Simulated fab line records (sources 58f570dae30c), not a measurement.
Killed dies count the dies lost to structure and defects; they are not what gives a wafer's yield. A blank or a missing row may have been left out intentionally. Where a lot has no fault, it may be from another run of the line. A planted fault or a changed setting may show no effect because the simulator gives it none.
Lot-split experiment | flow berkeley cmos170 | 27 wafers read from 5 lots, route of 331 steps

## SPLIT DETAILS
At UCB170_ACTIVE_ETCH_15 (etches Si3N4 in CH3F/Ar/O2, stops on SiO2, target depth 242 nm, time 151 s), the setting target depth a was moved away from the recipe's 2420 angstrom on 6 of the 27 wafers read, by -36.9% to +42.4%. This setting was run at the recipe's value on the other wafers.

Reading taken at the split's own step.

## THE READING
oes product au, in a.u., at UCB170_ACTIVE_ETCH_15 (etches Si3N4 in CH3F/Ar/O2, stops on SiO2, target depth 242 nm, time 151 s). A value of 0.941 a.u. with a standard deviation of 0.017 a.u. is what fault-free wafers of this fab line usually give.

wafer  | tool, chamber at the split | target depth a as run, angstrom | against the recipe | oes product au, a.u. | against lot-mates on the recipe
L074.1 | rie diel-02, 3             | 2420                            | recipe             | 0.929                | -
L074.2 | rie diel-02, 1             | 1526                            | -36.9%             | 1.010                | +0.069
L074.3 | rie diel-02, 0             | 2420                            | recipe             | 0.935                | -
L074.4 | rie diel-02, 2             | 2420                            | recipe             | 0.960                | -
L074.5 | rie diel-02, 0             | 1526                            | -36.9%             | 1.000                | +0.059
L074.6 | rie diel-02, 1             | 1526                            | -36.9%             | 1.020                | +0.079
L075.1 | rie diel-02, 1             | 2420                            | recipe             | 0.940                | -
L075.2 | rie diel-02, 0             | 3445                            | +42.4%             | 0.771                | -0.174
L075.3 | rie diel-02, 3             | 2420                            | recipe             | 0.930                | -
L075.4 | rie diel-02, 2             | 2420                            | recipe             | 0.965                | -
L075.5 | rie diel-02, 2             | 3445                            | +42.4%             | 0.798                | -0.147
L075.6 | rie diel-02, 3             | 3445                            | +42.4%             | 0.772                | -0.173
L076.1 | rie diel-03, 0             | 2420                            | recipe             | 0.928                | -
L076.2 | rie diel-03, 2             | 2420                            | recipe             | 0.966                | -
L076.3 | rie diel-03, 1             | 2420                            | recipe             | 0.920                | -
L076.4 | rie diel-03, 3             | 2420                            | recipe             | 0.955                | -
L076.5 | rie diel-03, 3             | 2420                            | recipe             | 0.949                | -
L076.6 | rie diel-03, 2             | 2420                            | recipe             | 0.973                | -
L084.1 | rie diel-03, 3             | 2420                            | recipe             | 0.946                | -
L084.3 | rie diel-03, 2             | 2420                            | recipe             | 0.964                | -
L084.6 | rie diel-03, 2             | 2420                            | recipe             | 0.968                | -
L083.1 | rie diel-02, 0             | 2420                            | recipe             | 0.958                | -
L083.2 | rie diel-02, 3             | 2420                            | recipe             | 0.952                | -
L083.3 | rie diel-02, 1             | 2420                            | recipe             | 0.941                | -
L083.4 | rie diel-02, 2             | 2420                            | recipe             | 0.975                | -
L083.5 | rie diel-02, 2             | 2420                            | recipe             | 0.966                | -
L083.6 | rie diel-02, 3             | 2420                            | recipe             | 0.942                | -

FIT RESULTS
A straight line over all 27 wafers: oes product au changes by -0.00296 a.u. for each +1% of target depth a; r = -0.91; the points scatter about the line by 0.026 a.u.
The same after taking each lot's own level away (the mean of its wafers on the recipe; 27 wafers): -0.003 a.u. for each +1%; r = -0.93; scatter 0.023 a.u.
Per that fit: largest target depth a move, reading shift of 0.13 a.u.
From 0.9413 to 0.9593 a.u.: that is the span of the lots' own levels, equal to 1.1 times the standard deviation above.
The two slopes are in agreement: the lot-to-lot level therefore moves the slope only a little.
Check: for one of the wafers moved furthest among these (+42.4%), held out of the fit, the line's prediction against its lot-mates is -0.125 a.u. Against them it came out at -0.174 a.u.
Tool readings at the split's step, against how far the setting was moved: oes product au r = -0.91.

## FURTHER SPLITS ON THESE WAFERS
Note: prior to the reading, these wafers also went through further splits. Each is held against what the fit with the lots' levels taken away leaves over:
other split on the same wafers | wafers away from the commonest value | r with oes product au (lot level and that fit taken away)
UCB170_PWELL_ETCH_14 time s    | 6                                    | +0.11

## THE WHOLE CHAIN: every reading that the file lists as answering this split, in the file's order
step                   | what it does                                                               | reading                                                                             | change (the file's fit)                                                             | r (the file's)
UCB170_ACTIVE_ETCH_15  | etches Si3N4 in CH3F/Ar/O2, stops on SiO2, target depth 242 nm, time 151 s | oes product au                                                                      | -0.00301 a.u. for each +1% of the setting                                           | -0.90
UCB170_ACTIVE_ETCH_15  | etches Si3N4 in CH3F/Ar/O2, stops on SiO2, target depth 242 nm, time 151 s | SiO2_of_ACTIVE_OXIDATION_02.thk nm (the simulator's own value, which no gauge read) | not straight: 23.93 at the lowest setting, 22.65 at the recipe, 6.27 at the highest | not given
UCB170_ACTIVE_ETCH_15  | etches Si3N4 in CH3F/Ar/O2, stops on SiO2, target depth 242 nm, time 151 s | KrF_of_ACTIVE_COAT_08.thk nm (the simulator's own value, which no gauge read)       | -1.63 nm for each +1% of the setting                                                | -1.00
UCB170_ACTIVE_STRIP_16 | strips in O2                                                               | strip time to endpoint s                                                            | withheld for each +1% of the setting                                                | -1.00

## FILE'S OWN FIT
oes product au changes by -0.00301 a.u. for each +1% of target depth a, r = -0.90.
